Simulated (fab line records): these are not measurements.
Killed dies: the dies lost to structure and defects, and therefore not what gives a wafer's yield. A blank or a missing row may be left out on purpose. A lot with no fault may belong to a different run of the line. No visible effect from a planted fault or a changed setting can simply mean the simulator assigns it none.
8D (eight disciplines) problem report, filled in by code | flow rit_cmos | the parts of the form that need people (team, actions taken, sign-off) are left out

== 1. THE ISSUE ==
Mean PLDD_TW at RIT_PLDD_TW_MEAS_10: 2416 over 6 wafers in 2 lots; fault-free wafers: 2363, standard deviation 11. Measured from the usual mean, that is +4.8 standard deviations.
First observed at day 6 03:52: wafer L505.2, on film_metro-02. The record holds 42 wafers of 14 lots with a number at this step. Rule for "out" (also "out of limits"): further than 4 standard deviations from the usual mean. Any other wafer with a number is counted as sound.

== 2. WHAT IT IS; WHAT IT IS NOT ==
question                    | is                     | is not
which readings at this step | PLDD_TW                | -
which lots                  | L505, L506             | L490, L491, L492, L494, L495, L496, L498, L503, L507, L510, L512, L513
which wafers of those lots  | all that have a number | -
read on which gauges        | film_metro-02          | film_metro-03, film_metro-04
when                        | from day 6 03:52       | up to then (24 sound wafers); but 12 sound wafers of L507, L510, L512, L513 came after

== 3. THE SUSPECTS, EACH WITH WHAT RULES IT OUT ==
Counting: any tool at a process step up to the reading is kept as a suspect provided that every lot that is out went through it and no sound lot did after the first of them.
- ruled out: the gauge at RIT_PLDD_TW_MEAS_10. All the wafers that are out were read on film_metro-02, but those of them that RIT_PLDD_IMPLANT_08 has rows for are out there too, on other tools.
- implanter-03 at RIT_PLDD_IMPLANT_08: kept. All lots that are out passed through it, beginning with L505 at day 6 03:33, and no sound lot followed; its final sound lot before that point was L496 at day 4 06:46. Out on those wafers are its own readings of dose_ions_cm2.
Left after counting: implanter-03 at RIT_PLDD_IMPLANT_08.

== 4. THE CAUSE (what the simulator had put in) ==
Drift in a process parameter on implanter-03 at RIT_PLDD_IMPLANT_08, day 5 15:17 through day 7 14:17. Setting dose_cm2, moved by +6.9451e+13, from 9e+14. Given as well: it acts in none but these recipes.
The count eliminated every tool but this one.

== 5. THE CHAIN OF EFFECTS, in route order ==
One row per reading whose mean, taken over the struck wafers that have a number, lies over 3 standard deviations from the usual. Readings are gone through only where the record gives a usual standard deviation; hours: the median, over the lots, of the time from a lot's start at the first step in this table giving one to that lot's start at this step; sigmas: the change measured in usual standard deviations.
hours | step                    | reading            | usual        | on struck wafers | change     | sigmas
0     | RIT_PLDD_IMPLANT_08     | dose_ions_cm2      | 8.998e+14    | 9.687e+14        | +6.887e+13 | +79
0     | RIT_PLDD_IMPLANT_08     | faraday_current_uA | 2818         | 3039             | +221       | +3.8
0     | RIT_PLDD_TW_MEAS_10     | PLDD_TW            | 2363         | 2416             | +53        | +4.8
7     | RIT_SDANNEAL_RS_MEAS_06 | PLDD_RS            | 178.5 ohm/sq | 172.6            | -5.9       | -11
Process steps it contains:
- RIT_PLDD_IMPLANT_08
Later measuring or inspecting steps at which every struck wafer that the step has a row for has a number for every such reading, and none has moved that far: RIT_SILICIDE_RS_MEAS_02.

== 6. WHAT WOULD HAVE CAUGHT IT SOONER ==
The first out-of-limits reading at a measuring or inspecting step in this record came at day 6 03:52, 13 hours after the fault's start at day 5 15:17.
At RIT_PLDD_IMPLANT_08, the tool's own readings (dose_ions_cm2) were out on each struck wafer the step has a row for, so an alarm limit on them would have fired on the first such wafer.
Lots out: 2; of these, L506 started RIT_PLDD_IMPLANT_08 on implanter-03 after day 6 03:52. It would have been spared by a hold on the tool at that moment.
